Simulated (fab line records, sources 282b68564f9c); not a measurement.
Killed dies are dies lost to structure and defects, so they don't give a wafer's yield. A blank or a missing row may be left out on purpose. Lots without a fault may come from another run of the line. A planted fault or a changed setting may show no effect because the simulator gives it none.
Which tool did it? | flow rit_cmos | 15 lots, 45 wafers sampled, at 1 step of a route of 202

WHAT THE GAUGES READ, wafer by wafer
The record holds no reading of a measuring or inspecting step that can be judged against a usual standard deviation.

WHICH TOOL RAN EACH LOT (tool, then ch and the chambers of the sampled wafers, then the start)
lot  | RIT_CONTACT_PEB_06
L736 | litho_track-03 ch 0, day 3 06:20
L737 | litho_track-04 ch 0, day 3 12:19
L738 | litho_track-04 ch 0, day 3 15:56
L739 | litho_track-04 ch 0, day 4 00:35
L740 | litho_track-03 ch 0, day 4 05:16
L741 | litho_track-03 ch 0, day 4 09:07
L744 | litho_track-03 ch 0, day 5 01:05
L745 | litho_track-04 ch 0, day 5 06:29
L747 | litho_track-03 ch 0, day 5 13:33
L751 | litho_track-02 ch 0, day 6 09:25
L754 | litho_track-02 ch 0, day 7 01:59
L755 | litho_track-03, day 7 09:22
L757 | litho_track-04, day 7 15:28
L758 | litho_track-02, day 7 23:15
L759 | litho_track-04 ch 0, day 8 00:53
- RIT_CONTACT_PEB_06

WHAT THE TOOLS THEMSELVES READ (means of the sampled wafers that have a number; where no wafer has one, the mark that the record gives instead)
RIT_CONTACT_PEB_06. Usual: exhaust_pa 45.0 Pa, standard deviation 0.83.
lot  | tool           | exhaust_pa (Pa) | flag
L736 | litho_track-03 | 43.8            |
L737 | litho_track-04 | 45.2            |
L738 | litho_track-04 | 44.8            |
L739 | litho_track-04 | 45.6            |
L740 | litho_track-03 | 45.5            |
L741 | litho_track-03 | 45.3            |
L744 | litho_track-03 | 44.7            |
L745 | litho_track-04 | 43.6            |
L747 | litho_track-03 | 45.4            |
L751 | litho_track-02 | 45.2            |
L754 | litho_track-02 | 44.5            |
L755 | litho_track-03 | -               | OFF
L757 | litho_track-04 | -               | OFF
L758 | litho_track-02 | -               | OFF
L759 | litho_track-04 | 44.8            |

THE ANSWER, worked out from the rows above alone
Rule: a lot is off if the mean of its wafers that have a number lies more than 3 standard deviations from the usual mean. A lot without any number at a reading at which 4 lots or more have one is off too. The other lots that the step has rows for count as sound. The gauges are gone through in route order, then the tools' own readings, and for those a lot's mean is taken as printed above. The first step at which some lot is off is used, and at that step the reading that is off furthest; a lot without a number counts as furthest.
Off: L755, L757, L758, at RIT_CONTACT_PEB_06 (exhaust_pa). Without a number there: L755, L757, L758.
A tool fits if, at that step or a process step before it, it ran every lot that is off, and no sound lot after the first of them. None of those tried fits.

WHAT THE SIMULATOR HAD PUT IN
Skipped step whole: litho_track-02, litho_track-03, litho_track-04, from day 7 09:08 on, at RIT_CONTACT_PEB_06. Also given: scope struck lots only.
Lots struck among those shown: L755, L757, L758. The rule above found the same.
